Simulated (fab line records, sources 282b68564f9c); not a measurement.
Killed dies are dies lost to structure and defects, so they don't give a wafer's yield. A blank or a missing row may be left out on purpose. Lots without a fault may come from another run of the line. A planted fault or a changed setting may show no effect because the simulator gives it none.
Which tool did it? | flow rit_cmos | 14 lots, 42 wafers sampled, at 4 steps of a route of 202

WHAT THE GAUGES READ, wafer by wafer
RIT_NRETRO_TW_MEAS_10.
lot  | measured    | on            | NRETRO_TW
L287 | day 2 06:27 | film_metro-03 | 1053 1050 1051
L288 | day 2 10:28 | film_metro-01 | 1061 1056 1061
L289 | day 2 15:46 | film_metro-02 | 1042 1035 1043
L291 | day 3 03:43 | film_metro-03 | 1037 1038 1043
L292 | day 3 08:19 | film_metro-02 | 1046 1042 1049
L294 | day 3 20:29 | film_metro-02 | 1039 1034 1041
L295 | day 3 23:38 | film_metro-03 | 1046 1042 1033
L299 | day 4 17:44 | film_metro-02 | 1041 1041 1041
L301 | day 5 03:56 | film_metro-03 | 1046 1034 1046
L302 | day 5 10:39 | film_metro-01 | 1058 1056 1061
L303 | day 5 16:04 | film_metro-01 | 1059 1057 1060
L306 | day 6 04:43 | film_metro-01 | 1062 1060 1054
L307 | day 6 10:13 | film_metro-01 | 1059 1056 1060
L308 | day 6 15:19 | film_metro-02 | 1044 1047 1051

RIT_NSD_TW_MEAS_10.
lot  | measured    | on            | NSD_TW
L287 | day 3 00:16 | film_metro-02 | 3104 3087 3095
L288 | day 3 05:40 | film_metro-03 | 3085 3100 3089
L289 | day 3 13:47 | film_metro-01 | 3127 3130 3131
L291 | day 3 20:22 | film_metro-01 | 3125 3154 3138
L292 | day 4 01:35 | film_metro-02 | 3098 3093 3096
L294 | day 4 15:55 | film_metro-03 | 3104 3091 3091
L295 | day 4 16:24 | film_metro-01 | 3149 3169 3139
L299 | day 5 11:02 | film_metro-03 | 3092 3086 3085
L301 | day 5 20:46 | film_metro-03 | 3313 3303 3309 3315 3288 3331
L302 | day 6 04:33 | film_metro-03 | 3109 3114 3105
L303 | day 6 11:45 | film_metro-01 | 3379 3390 3378 3364 3371 3380
L306 | day 6 23:37 | film_metro-02 | 3099 3121 3112
L307 | day 7 05:55 | film_metro-01 | 3138 3145 3142
L308 | day 7 08:30 | film_metro-01 | 3153 3152 3153

RIT_SDANNEAL_RS_MEAS_05: measures by four-point-probe.
lot  | measured    | on            | NSD_RS (ohm/sq)
L287 | day 3 02:26 | film_metro-03 | 84.37 84.32 84.46
L288 | day 3 08:04 | film_metro-01 | 84.23 84.59 84.40
L289 | day 3 15:50 | film_metro-01 | 84.72 84.66 84.88
L291 | day 3 22:23 | film_metro-03 | 84.45 84.47 84.25
L292 | day 4 03:39 | film_metro-02 | 84.66 84.78 85.16
L294 | day 4 17:57 | film_metro-03 | 84.79 84.82 84.85
L295 | day 4 18:28 | film_metro-02 | 84.46 84.68 84.56
L299 | day 5 13:23 | film_metro-03 | 84.72 84.66 84.97
L301 | day 6 02:24 | film_metro-01 | 81.70 81.69 81.58 81.79 81.78 81.69
L302 | day 6 06:35 | film_metro-01 | 84.59 84.47 84.46
L303 | day 6 22:59 | film_metro-01 | 81.50 81.35 81.39 81.34 81.42 81.30
L306 | day 7 01:46 | film_metro-03 | 84.56 84.60 84.59
L307 | day 7 08:10 | film_metro-03 | 84.58 84.56 84.94
L308 | day 7 10:41 | film_metro-02 | 84.13 84.19 84.12

WHICH TOOL RAN EACH LOT (tool, then ch and the chambers of the sampled wafers, then the start)
lot  | RIT_NSD_IMPLANT_08
L287 | implanter-02 ch 0, day 2 23:59
L288 | implanter-01 ch 0, day 3 05:20
L289 | implanter-02 ch 0, day 3 13:29
L291 | implanter-01 ch 0, day 3 20:02
L292 | implanter-01 ch 0, day 4 01:14
L294 | implanter-04 ch 0, day 4 15:35
L295 | implanter-04 ch 0, day 4 16:06
L299 | implanter-02 ch 0, day 5 10:44
L301 | implanter-04 ch 0, day 5 20:28
L302 | implanter-02 ch 0, day 6 04:14
L303 | implanter-04 ch 0, day 6 11:26
L306 | implanter-02 ch 0, day 6 23:17
L307 | implanter-02 ch 0, day 7 05:35
L308 | implanter-02 ch 0, day 7 08:13
- RIT_NSD_IMPLANT_08

WHAT THE TOOLS THEMSELVES READ (means of the sampled wafers that have a number; where no wafer has one, the mark that the record gives instead)
RIT_NSD_IMPLANT_08.
lot  | tool         | beam_energy_keV
L287 | implanter-02 | 25.001
L288 | implanter-01 | 25.004
L289 | implanter-02 | 24.999
L291 | implanter-01 | 24.997
L292 | implanter-01 | 25.002
L294 | implanter-04 | 25.005
L295 | implanter-04 | 25.001
L299 | implanter-02 | 24.994
L301 | implanter-04 | 32.499
L302 | implanter-02 | 25.003
L303 | implanter-04 | 32.508
L306 | implanter-02 | 24.999
L307 | implanter-02 | 25.006
L308 | implanter-02 | 25.007

THE ANSWER, worked out from the rows above alone
Rule: what is usual is taken from the lots themselves. Put in order of their means at a reading, lots are off if they are a third of the lots or fewer, leave a main group of 4 or more, and stand apart from it by a gap of 3 or more times the standard deviation of the main group's means; of several such gaps the widest counts. A main group whose means are all the same, to the digits that the tables above print for the reading, isn't used. A lot without any number at a reading at which 4 lots or more have one is off too. The other lots that the step has rows for count as sound. The gauges are gone through in route order, then the tools' own readings, and for those a lot's mean is taken as printed above. The first step at which some lot is off is used, and at that step the reading that is off furthest; a lot without a number counts as furthest.
Off: L301, L303, at RIT_NSD_TW_MEAS_10 (NSD_TW). The main group: mean 3117, standard deviation 24.
A tool fits if, at a process step before that reading, it ran every lot that is off, and no sound lot after the first of them. The gauges at RIT_NSD_TW_MEAS_10 aren't tried: what is off there is off at RIT_NSD_IMPLANT_08 too, on other tools, and a gauge's error can't cause that. One fits: implanter-04 at RIT_NSD_IMPLANT_08. Its last sound lot is L295 (day 4 16:06), its first lot that is off L301 (day 5 20:28): a fault that began between those two fits.
The tool's own readings at RIT_NSD_IMPLANT_08 bear it out: on the lots that are off they differ by more than 5 times the standard deviation of the sound lots' means. beam_energy_keV reads 32.504 there against 25.002 on the sound lots.

WHAT THE SIMULATOR HAD PUT IN
Process parameter drift: implanter-04, from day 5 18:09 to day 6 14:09, at RIT_NSD_IMPLANT_08. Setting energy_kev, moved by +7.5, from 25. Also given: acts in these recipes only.
Lots struck among those shown: L301, L303. The rule above found the same.
